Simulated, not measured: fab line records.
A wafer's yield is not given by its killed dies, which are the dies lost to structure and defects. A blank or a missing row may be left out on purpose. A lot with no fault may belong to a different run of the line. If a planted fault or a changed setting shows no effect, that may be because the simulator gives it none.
fab line records	flow rit_cmos
record: lots: 7	wafers: 21	last_day: 7
route steps=202 shown M1@185
lots that met no fault: taken from a fault-free run of the same line
start_h: hours from the record's opening day to when the first of the lot's shown wafers began	wait_h: hours elapsed since this lot's preceding step	" identical to the entry in the row above	L1.1+2: a row that stands for several wafers	- no value, or no start was given	* or withheld: withheld	< > ~ a bound
route shown NAME@n: NAME is a module with steps in the file, n the number in the route of the first one	usual: mean and standard deviation over wafers with no fault	same: alike in all rows	chamber/n: place in a boat	sites: readings site by site	_std_site: their standard deviation	_edge_site: outer sites' mean less inner sites'	radius_mm: for every site, how far away it sits from the centre of the wafer	mask NAME#n: copy n	behind: the last tool/chamber to shape the wafer	hold: why the lot was held/for how many hours/how that ended	device: the transistor (n, p or np) that didn't switch	end of line: the tests these same wafers got at the end of their route	a step given without rows: its recipe and nothing more	killed: count of dies lost to structure and defects at first sort (not the wafer's yield)	map: shows each die of a wafer: x if killed, . if not, _ if none is there
set.NAME: the setting the step ran with; set.NAME@STEP: the setting that earlier step ran with	model.NAME: the simulator's own value behind a step, which no gauge read
lots seen at some steps along the route; tables by step, rows by wafer
services: when a tool's chamber went out of use (start_h, in hours from the record's first day, below 0 if earlier), for how many hours, and the reason
== steps ==
step: RIT_M1_RS_MEAS_01
recipe: thk_meas_gauge: four-point-probe	reads: Al_of_M1_SPUTTER_00
usual: M1_AL_RS: 0.0734/0.0011
lot.wafer	tool	chamber	start_h	wait_h	M1_AL_RS[ohm/sq]
L961.3	film_metro-02	-	59.20	0.2	0.0744
L961.5	"	-	"	"	0.0738
L961.6	"	-	"	"	0.0749
L967.1	film_metro-03	-	88.98	0.1	0.0734
L967.3	"	-	"	"	0.0736
L967.4	"	-	"	"	0.0750
L968.2	film_metro-01	-	95.49	0.2	0.0718
L968.3	"	-	"	"	0.0715
L968.6	"	-	"	"	0.0718
L969.1	film_metro-03	-	98.61	0.1	0.0733
L969.2	"	-	"	"	0.0732
L969.5	"	-	"	"	0.0732
L977.1	film_metro-02	-	136.96	0.1	0.0747
L977.2	"	-	"	"	0.0732
L977.6	"	-	"	"	0.0756
L981.2	film_metro-01	-	158.35	0.2	0.0742
L981.3	"	-	"	"	0.0723
L981.6	"	-	"	"	0.0730
L982.1	film_metro-01	-	164.14	0.1	0.0746
L982.4	"	-	"	"	0.0739
L982.5	"	-	"	"	0.0737
step: RIT_M1_THK_MEAS_02
recipe: thk_meas_gauge: xrf	reads: Al_of_M1_SPUTTER_00
usual: M1_AL_THK: 396/6.4
lot.wafer	tool	chamber	start_h	wait_h	M1_AL_THK[nm]
L961.3	film_metro-02	-	59.30	0.1	386
L961.5	"	-	"	"	393
L961.6	"	-	"	"	386
L967.1	film_metro-03	-	89.10	0.1	394
L967.3	"	-	"	"	392
L967.4	"	-	"	"	386
L968.2	film_metro-01	-	95.60	0.1	408
L968.3	"	-	"	"	408
L968.6	"	-	"	"	408
L969.1	film_metro-03	-	98.73	0.1	396
L969.2	"	-	"	"	395
L969.5	"	-	"	"	395
L977.1	film_metro-02	-	137.08	0.1	389
L977.2	"	-	"	"	397
L977.6	"	-	"	"	384
L981.2	film_metro-01	-	158.46	0.1	392
L981.3	"	-	"	"	403
L981.6	"	-	"	"	398
L982.1	film_metro-01	-	164.26	0.1	391
L982.4	"	-	"	"	393
L982.5	"	-	"	"	393
step: RIT_M1_HMDS_03
recipe: prime_time_s: 60	prime_temp_c: 140
step: RIT_M1_COAT_04
recipe: resist: NOVOLAK	spin_rpm: 2000	resist_thk_nm: 1300
step: RIT_M1_SOFTBAKE_05
recipe: resist: NOVOLAK	temp_c: 90	time_s: 60
step: RIT_M1_EXPOSE_06
recipe: mask_id: M12	na: 0.6	source_shape: conventional	sigma_outer: 0.5	target_cd_nm: 2600	dose_mj: 253
step: RIT_M1_PEB_07
recipe: resist: NOVOLAK	temp_c: withheld	time_s: withheld
step: RIT_M1_DEVELOP_08
recipe: resist: NOVOLAK	develop_time_s: 68	dev_temp_c: 23
step: RIT_M1_CD_MEAS_09
recipe: target_cd_nm: 2600
usual: cd_nm: 2599.3/2.2
lot.wafer	tool	chamber	start_h	wait_h	cd_nm
L961.3	cd_sem-01	-	60.26	-	2599.0
L961.5	"	-	"	"	2597.6
L961.6	"	-	"	"	2597.4
L967.1	cd_sem-01	-	90.20	-	2600.1
L967.3	"	-	"	"	2599.7
L967.4	"	-	"	"	2599.6
L968.2	cd_sem-02	-	96.90	-	2597.1
L968.3	"	-	"	"	2597.3
L968.6	"	-	"	"	2598.3
L969.1	cd_sem-01	-	99.79	-	2595.6
L969.2	"	-	"	"	2597.9
L969.5	"	-	"	"	2598.7
L977.1	cd_sem-02	-	138.15	-	2601.1
L977.2	"	-	"	"	2600.3
L977.6	"	-	"	"	2601.6
L981.2	cd_sem-02	-	159.41	-	2600.4
L981.3	"	-	"	"	2599.8
L981.6	"	-	"	"	2600.8
L982.1	cd_sem-02	-	165.20	-	2601.1
L982.4	"	-	"	"	2597.5
L982.5	"	-	"	"	2601.9
step: RIT_M1_OVL_MEAS_10
usual: M1_OVL: 0.7/1.3
lot.wafer	tool	chamber	start_h	wait_h	M1_OVL[nm]
L961.3	overlay-01	-	60.35	0.1	0.8
L961.5	"	-	"	"	1.4
L961.6	"	-	"	"	0.6
L967.1	overlay-02	-	90.32	0.1	-1.4
L967.3	"	-	"	"	2.0
L967.4	"	-	"	"	0.8
L968.2	overlay-02	-	97.01	0.1	-0.4
L968.3	"	-	"	"	1.4
L968.6	"	-	"	"	0.5
L969.1	overlay-01	-	99.91	0.1	1.5
L969.2	"	-	"	"	1.6
L969.5	"	-	"	"	1.9
L977.1	overlay-01	-	138.27	0.1	2.2
L977.2	"	-	"	"	2.2
L977.6	"	-	"	"	0.5
L981.2	overlay-02	-	159.52	0.1	-1.5
L981.3	"	-	"	"	0.0
L981.6	"	-	"	"	0.8
L982.1	overlay-01	-	165.32	0.1	1.1
L982.4	"	-	"	"	-0.2
L982.5	"	-	"	"	-1.4
step: RIT_M1_HARDBAKE_11
recipe: resist: NOVOLAK	temp_c: 140	time_s: 120
step: RIT_M1_METAL_ETCH_12
recipe: stop_on: SiO2	chemistry: Cl2/BCl3	target: Al	time_s: 165	over_etch_frac: 0.5	pressure_mtorr: 100	target_depth_a: 6000	rf_w: 250	Cl2_flow_sccm: 60	bcl3_flow_sccm: 50
usual: drypump_motor_current_A: 5.7/0.45	oes_product_au: 0.772/0.0088	throttle_valve_pct: 8.34/0.11
same: over_etch_frac: 0.5	time_s: 165
lot.wafer	tool	chamber	start_h	wait_h	drypump_motor_current_A	oes_product_au	rf_hours_counter_h	throttle_valve_pct
L961.3	rie_metal-01	1	60.68	0.2	5.8	0.768	-	8.37
L961.5	"	1	"	"	5.8	0.776	-	8.41
L961.6	"	0	"	"	6.4	0.762	-	8.20
L967.1	rie_metal-01	1	90.61	0.2	5.8	0.769	1	8.39
L967.3	"	1	"	"	5.8	0.778	-	8.39
L967.4	"	0	"	"	6.5	0.754	-	8.21
L968.2	rie_metal-04	0	97.29	0.2	5.1	0.778	3	8.54
L968.3	"	0	"	"	5.1	0.781	-	8.54
L968.6	"	0	"	"	5.0	0.775	-	8.54
L969.1	rie_metal-02	1	100.20	0.2	5.5	0.780	37	8.27
L969.2	"	0	"	"	6.0	0.764	36	8.35
L969.5	"	0	"	"	5.9	0.778	-	8.34
L977.1	rie_metal-04	0	138.57	0.2	5.1	0.762	3	8.53
L977.2	"	1	"	"	5.5	0.772	4	8.29
L977.6	"	0	"	"	5.1	0.753	-	8.54
L981.2	rie_metal-02	0	159.80	0.2	6.0	0.782	0	8.36
L981.3	"	1	"	"	5.4	0.767	-	8.28
L981.6	"	1	"	"	5.4	0.766	-	8.28
L982.1	rie_metal-04	0	165.61	0.2	5.0	0.761	4	8.54
L982.4	"	1	"	"	5.5	0.768	-	8.30
L982.5	"	0	"	"	5.0	0.761	-	8.54
step: RIT_M1_STRIP_13
recipe: chemistry: nmp	resist: NOVOLAK	temp_c: 80	time_s: 600	dry: n2_spin
usual: bath_guard_temp_C: 80.0/0.37	bath_heat_duty_pct: 18.5/2.2	time_s: 600/0
lot.wafer	tool	chamber	start_h	wait_h	bath_guard_temp_C	bath_heat_duty_pct	time_s	model.NOVOLAK_of_M1_COAT_04.thk_nm
L961.3	wet_bench-03	1	60.79	0.1	79.4	19.7	600	0
L961.5	"	1	"	"	79.5	20.1	600	0
L961.6	"	1	"	"	79.9	21.0	600	0
L967.1	wet_bench-01	0	90.77	0.1	-	-	-	801.1
L967.3	"	0	"	"	-	-	-	799.3
L967.4	"	0	"	"	-	-	-	800.8
L968.2	wet_bench-01	1	97.45	0.1	-	-	-	798
L968.3	"	1	"	"	-	-	-	797.6
L968.6	"	1	"	"	-	-	-	795.3
L969.1	wet_bench-03	0	100.36	0.1	-	-	-	802.4
L969.2	"	0	"	"	-	-	-	795.2
L969.5	"	0	"	"	-	-	-	793.4
L977.1	wet_bench-04	0	138.73	0.1	80.3	17.3	600	0
L977.2	"	0	"	"	80.6	18.6	600	0
L977.6	"	0	"	"	80.1	16.9	600	0
L981.2	wet_bench-04	3	160.02	0.1	79.9	20.6	600	0
L981.3	"	3	"	"	79.6	20.5	600	0
L981.6	"	3	"	"	79.8	19.1	600	0
L982.1	wet_bench-04	3	165.77	0.1	79.7	21.3	600	0
L982.4	"	3	"	"	79.8	20.0	600	0
L982.5	"	3	"	"	79.7	20.1	600	0
step: RIT_M1_STRIP_14
recipe: chemistry: O2	time_s: 186.3	platen_temp_c: withheld	power_w: 500	pressure_mtorr: 4000	o2_flow_sccm: 4000
usual: chamber_pressure_mTorr: 4000/3.6	drypump_motor_current_A: 5.4/0.43
same: time_s: 186.3
lot.wafer	tool	chamber	start_h	wait_h	chamber_pressure_mTorr	drypump_motor_current_A	rf_hours_counter_h
L961.3	plasma_asher-01	0	61.02	0.1	3995	4.8	-
L961.5	"	0	"	"	3995	4.8	-
L961.6	"	1	"	"	3995	5.9	-
L967.1	plasma_asher-03	1	90.96	0.0	3996	5.7	46
L967.3	"	0	"	"	4007	4.8	-
L967.4	"	1	"	"	4001	5.7	-
L968.2	plasma_asher-03	0	97.63	0.0	4001	4.8	47
L968.3	"	0	"	"	4004	4.8	-
L968.6	"	1	"	"	4000	5.7	-
L969.1	plasma_asher-01	0	100.53	0.0	4003	4.8	30
L969.2	"	1	"	"	4002	5.9	30
L969.5	"	0	"	"	3998	4.8	-
L977.1	plasma_asher-03	1	138.91	0.0	4002	5.7	51
L977.2	"	0	"	"	3998	4.8	51
L977.6	"	1	"	"	4000	5.7	-
L981.2	plasma_asher-01	0	160.21	0.0	3999	4.8	36
L981.3	"	0	"	"	4000	4.8	-
L981.6	"	1	"	"	4003	5.9	-
L982.1	plasma_asher-03	0	165.96	0.0	3999	4.8	54
L982.4	"	0	"	"	3997	4.8	-
L982.5	"	1	"	"	4000	5.7	-
step: RIT_M1_PROBE_99
usual: defect_limited_yield: 97.3/1.2	killed_at_contacts: 0.1/0.31	killed_at_front_end: 7/3.2	killed_dies: 7/3.2	killed_open: 3.6/2.1	killed_short: 3.5/2.1	sort_bin_3_pad_short: 0.1/0.21	sort_bin_5_function: 1.6/0.88	sort_bin_6_memory: 1.0/0.66	sort_n_pass: 257/3.2	sort_yield_pct: 97.3/1.2
same: gross_dies: 264	killed_at_M0_to_M3: 0	killed_at_M4_up: 0	killed_at_back_side: 0	killed_at_other: 0
lot.wafer	tool	chamber	start_h	wait_h	defect_limited_yield[%]	killed_at_contacts	killed_at_front_end	killed_dies	killed_open	killed_short	sort_bin_3_pad_short[%]	sort_bin_5_function[%]	sort_bin_6_memory[%]	sort_n_pass	sort_yield_pct[%]
L961.3	prober-02	-	63.77	0.2	99.2	0	2	2	1	1	0	0.8	0	262	99.2
L961.5	prober-02	-	63.87	0.2	98.5	0	4	4	1	3	0	0.8	0.8	260	98.5
L961.6	prober-02	-	63.92	0.2	97.0	0	8	8	6	2	0	2.3	0.8	256	97.0
L967.1	prober-01	-	92.88	0.1	96.2	0	10	10	3	7	0	2.7	1.1	254	96.2
L967.3	prober-01	-	92.98	0.2	94.7	0	14	14	2	12	0	3.0	2.3	250	94.7
L967.4	prober-01	-	93.03	0.2	95.8	1	10	11	3	8	0.4	2.3	1.5	253	95.8
L968.2	prober-02	-	99.59	0.1	95.5	0	12	12	3	9	0	2.3	2.3	252	95.5
L968.3	prober-02	-	99.64	0.2	95.8	0	11	11	8	3	0	3.4	0.8	253	95.8
L968.6	prober-02	-	99.79	0.2	97.3	0	7	7	4	3	0.4	1.1	1.1	257	97.3
L969.1	prober-01	-	103.04	0.1	97.7	0	6	6	5	1	0	1.9	0.4	258	97.7
L969.2	prober-01	-	103.09	0.1	95.8	0	11	11	7	4	0	2.3	1.9	253	95.8
L969.5	prober-01	-	103.24	0.2	98.1	0	5	5	2	3	0	1.1	0.8	259	98.1
L977.1	prober-01	-	140.82	0.1	99.2	0	2	2	1	1	0	0.8	0	262	99.2
L977.2	prober-01	-	140.87	0.1	96.6	1	8	9	6	3	0	2.3	1.1	255	96.6
L977.6	prober-01	-	141.07	0.2	97.0	0	8	8	2	6	0	1.5	1.5	256	97.0
L981.2	prober-01	-	162.17	0.1	97.3	0	7	7	2	5	0.4	1.5	0.8	257	97.3
L981.3	prober-01	-	162.22	0.2	97.0	0	8	8	4	4	0	2.3	0.8	256	97.0
L981.6	prober-01	-	162.37	0.2	97.3	0	7	7	4	3	0	1.9	0.8	257	97.3
L982.1	prober-02	-	167.87	0.1	99.2	0	2	2	0	2	0	0.4	0.4	262	99.2
L982.4	prober-02	-	168.02	0.2	97.0	0	8	8	3	5	0	2.7	0.4	256	97.0
L982.5	prober-02	-	168.07	0.2	95.1	0	13	13	5	8	0.4	3.8	0.8	251	95.1
killed by level:class
L961.3 FOX2:geometric_particle:short=1 REOX:geometric_particle:open=1
L961.5 FOX1:geometric_particle:open=1 FOX2:geometric_particle:short=1 GATE:geometric_particle:short=1 SILICIDE:geometric_particle:short=1
L961.6 GATE:geometric_particle:open=3 FOX1:geometric_particle:open=2 GATE:geometric_particle:short=1 SILICIDE:geometric_particle:short=1 SILICIDE:geometric_particle:open=1
L967.1 FOX2:geometric_particle:short=2 GATE:geometric_particle:open=2 SPACER:geometric_particle:short=2 GATE:geometric_particle:short=1 REOX:geometric_particle:short=1 REOX:geometric_particle:open=1 SILICIDE:geometric_particle:short=1
L967.3 GATE:geometric_particle:short=3 SILICIDE:geometric_particle:short=3 FOX1:geometric_particle:short=2 REOX:geometric_particle:short=2 SPACER:geometric_particle:short=2 GATE:geometric_particle:open=1 SPACER:geometric_particle:open=1
L967.4 GATE:geometric_particle:open=3 REOX:geometric_particle:short=2 SPACER:geometric_particle:short=2 FOX1:geometric_particle:short=1 GATE:geometric_particle:short=1 SILICIDE:geometric_particle:short=1 CONTACT:geometric_particle:short=1
L968.2 SILICIDE:geometric_particle:short=4 REOX:geometric_particle:short=2 FOX1:geometric_particle:short=1 GATE:geometric_particle:open=1 GATE:geometric_particle:short=1 REOX:geometric_particle:open=1 SPACER:geometric_particle:short=1 SILICIDE:geometric_particle:open=1
L968.3 REOX:geometric_particle:open=3 SPACER:geometric_particle:open=3 GATE:geometric_particle:short=1 GATE:geometric_particle:open=1 SPACER:geometric_particle:short=1 SILICIDE:geometric_particle:short=1 SILICIDE:geometric_particle:open=1
L968.6 SPACER:geometric_particle:short=3 GATE:geometric_particle:open=1 REOX:geometric_particle:open=1 SPACER:geometric_particle:open=1 SILICIDE:geometric_particle:open=1
L969.1 GATE:geometric_particle:open=2 REOX:geometric_particle:open=2 FOX2:geometric_particle:open=1 GATE:geometric_particle:short=1
L969.2 FOX1:geometric_particle:open=2 GATE:geometric_particle:short=2 GATE:geometric_particle:open=2 REOX:geometric_particle:open=2 SILICIDE:geometric_particle:short=2 SILICIDE:geometric_particle:open=1
L969.5 FOX1:geometric_particle:short=1 REOX:geometric_particle:open=1 REOX:geometric_particle:short=1 SPACER:geometric_particle:open=1 SPACER:geometric_particle:short=1
L977.1 GATE:geometric_particle:short=1 GATE:geometric_particle:open=1
L977.2 FOX1:geometric_particle:short=2 GATE:geometric_particle:open=2 REOX:geometric_particle:open=2 FOX2:geometric_particle:open=1 GATE:geometric_particle:short=1 CONTACT:geometric_particle:open=1
L977.6 GATE:geometric_particle:short=4 FOX1:geometric_particle:open=1 FOX1:geometric_particle:short=1 FOX2:geometric_particle:short=1 GATE:geometric_particle:open=1
L981.2 FOX1:geometric_particle:short=3 GATE:geometric_particle:short=1 GATE:geometric_particle:open=1 SILICIDE:geometric_particle:open=1 SILICIDE:geometric_particle:short=1
L981.3 GATE:geometric_particle:open=4 SILICIDE:geometric_particle:short=2 GATE:geometric_particle:short=1 SPACER:geometric_particle:short=1
L981.6 GATE:geometric_particle:short=2 FOX1:geometric_particle:open=1 GATE:geometric_particle:open=1 REOX:geometric_particle:open=1 SPACER:geometric_particle:short=1 SILICIDE:geometric_particle:open=1
L982.1 GATE:geometric_particle:short=2
L982.4 GATE:geometric_particle:short=4 GATE:geometric_particle:open=3 SPACER:geometric_particle:short=1
L982.5 REOX:geometric_particle:short=4 FOX1:geometric_particle:open=3 FOX1:geometric_particle:short=2 GATE:geometric_particle:open=1 SPACER:geometric_particle:short=1 SPACER:geometric_particle:open=1 SILICIDE:geometric_particle:short=1
== services ==
tool	chamber	start_h	hours	kind
wet_bench-03	-	56.80	3.3	repair
rie_metal-04	-	64.87	0.9	repair
plasma_asher-01	-	70.32	15.6	pm
wet_bench-04	-	114.28	4.6	repair
rie_metal-04	0	115.04	17.4	repair
rie_metal-04	1	121.73	6.4	repair
rie_metal-02	-	126.14	0.7	repair
rie_metal-02	-	136.12	20.0	pm
rie_metal-02	0	136.12	20.0	vent_cycle
rie_metal-02	1	136.12	20.0	vent_cycle
rie_metal-01	-	151.04	1.2	repair
rie_metal-02	0	156.12	-	clean
rie_metal-02	1	156.12	-	clean
== key ==
first_sign: step: RIT_M1_STRIP_13	reading: tool_record	direction: missing
effect none on later readings
model_effect: step: RIT_M1_STRIP_13	value: NOVOLAK_of_M1_COAT_04.thk_nm	without: 0	struck: 798.1
met_at RIT_M1_STRIP_13
struck_wafers L967.1,L967.3,L967.4,L968.2,L968.3,L968.6,L969.1,L969.2,L969.5
onset_between 60.79 90.77
fault: kind: skipped_step_whole	tool: wet_bench-01,wet_bench-03	chamber: -	onset_h: 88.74	steps: RIT_M1_STRIP_13	scope: struck_lots_only
